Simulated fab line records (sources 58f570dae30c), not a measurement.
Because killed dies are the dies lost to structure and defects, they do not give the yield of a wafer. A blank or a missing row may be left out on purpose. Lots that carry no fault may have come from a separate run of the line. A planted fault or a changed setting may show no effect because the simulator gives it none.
Split-lot study    flow berkeley-cmos170    on a route of 331 steps: 5 lots, 23 wafers read

SPLIT DETAILS
At UCB170_PSD_EXPOSE_03 (exposes mask PSELECT MOD, target cd 1200 nm), the setting dose-mj was moved away from the recipe's 30 on 6 of the 23 wafers read, by -7.4% to +3.6%. The other wafers ran this setting at the recipe's value.

FROM THE SPLIT TO THE READING: what the file shows between them, 2 steps
- UCB170_PSD_PEB_04
- UCB170_PSD_DEVELOP_05: develop time 45 s

THE READING
cd-nm (nm) at UCB170_PSD_CD_MEAS_06, where the cd target is 1200 nm. A value of 1199.4 nm with a standard deviation of 1.5 nm is what fault-free wafers of this fab line usually give.

wafer   tool, chamber at the split  dose-mj as run  against the recipe  cd-nm, nm  against lot-mates on the recipe
L077.1  krf-scanner-02, 0           30              recipe              1199.5     -
L077.4  krf-scanner-02, 0           30              recipe              1197.8     -
L077.6  krf-scanner-02, 0           30              recipe              1201.2     -
L076.2  krf-scanner-02, 0           27.8            -7.3%               1185.4     -12.9
L076.3  krf-scanner-02, 0           30              recipe              1197.1     -
L076.4  krf-scanner-02, 0           30              recipe              1198.9     -
L076.5  krf-scanner-02, 0           30              recipe              1199.0     -
L076.6  krf-scanner-02, 0           27.8            -7.3%               1183.8     -14.5
L080.1  krf-scanner-02, 0           30              recipe              1201.8     -
L080.3  krf-scanner-02, 0           30              recipe              1200.1     -
L080.4  krf-scanner-02, 0           30              recipe              1200.7     -
L080.5  krf-scanner-02, 0           30              recipe              1201.2     -
L080.6  krf-scanner-02, 0           30              recipe              1201.4     -
L079.1  krf-scanner-01, 0           27.79           -7.4%               1185.4     -14.0
L079.2  krf-scanner-01, 0           30              recipe              1198.8     -
L079.4  krf-scanner-01, 0           30              recipe              1199.2     -
L079.5  krf-scanner-01, 0           27.79           -7.4%               1185.9     -13.5
L079.6  krf-scanner-01, 0           30              recipe              1200.1     -
L082.1  krf-scanner-01, 0           30              recipe              1199.9     -
L082.2  krf-scanner-01, 0           31.08           +3.6%               1204.6     +5.8
L082.3  krf-scanner-01, 0           30              recipe              1198.2     -
L082.4  krf-scanner-01, 0           30              recipe              1198.2     -
L082.6  krf-scanner-01, 0           31.08           +3.6%               1204.9     +6.1

FIT RESULTS
A straight line over all 23 wafers: cd-nm changes by +1.89 nm for each +1% of dose-mj; r = +0.98; the points scatter about the line by 1.3 nm.
The same after taking each lot's own level away (the mean of its wafers on the recipe; 23 wafers): +1.84 nm for each +1%; r = +0.99; scatter 0.84 nm.
According to that fit, moving dose-mj by its largest amount changes the reading by 14 nm.
The span of the lots' own levels, 1198.33 to 1201.04 nm, comes to 1.8 times the standard deviation stated above.
The two slopes are in agreement: the lot-to-lot level therefore moves the slope only a little.
Check: for one of the wafers moved furthest among these (-7.4%), held out of the fit, the line's prediction against its lot-mates is -13.5 nm. Against them it came out at -14 nm.

OTHER SPLITS APPLIED TO THESE WAFERS
These wafers also went through other splits before the reading. Each is held against what the fit with the lots' levels taken away leaves over:
other split on the same wafers      wafers away from the commonest value  r with cd-nm (lot level and that fit taken away)
UCB170_NWELL_IMPLANT_14 energy-kev  6                                     +0.16
UCB170_PWELL_CVD_05 temp-c          15                                    -0.09
UCB170_PWELL_IMPLANT_15 energy-kev  5                                     +0.03
UCB170_ACTIVE_EXPOSE_10 dose-mj     4                                     -0.39
UCB170_PFIELD_IMPLANT_07 dose-cm2   11                                    +0.16
UCB170_NVT_COAT_01 spin-rpm         5                                     +0.26
UCB170_GATE_ETCH_15 over-etch-frac  12                                    +0.09
UCB170_NLDD_EXPOSE_03 dose-mj       7                                     -0.05
UCB170_SPACER_ANNEAL_02 temp-c      15                                    -0.05

THE FILE'S OWN FIT
cd-nm changes by +1.84 nm for each +1% of dose-mj, r = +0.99.
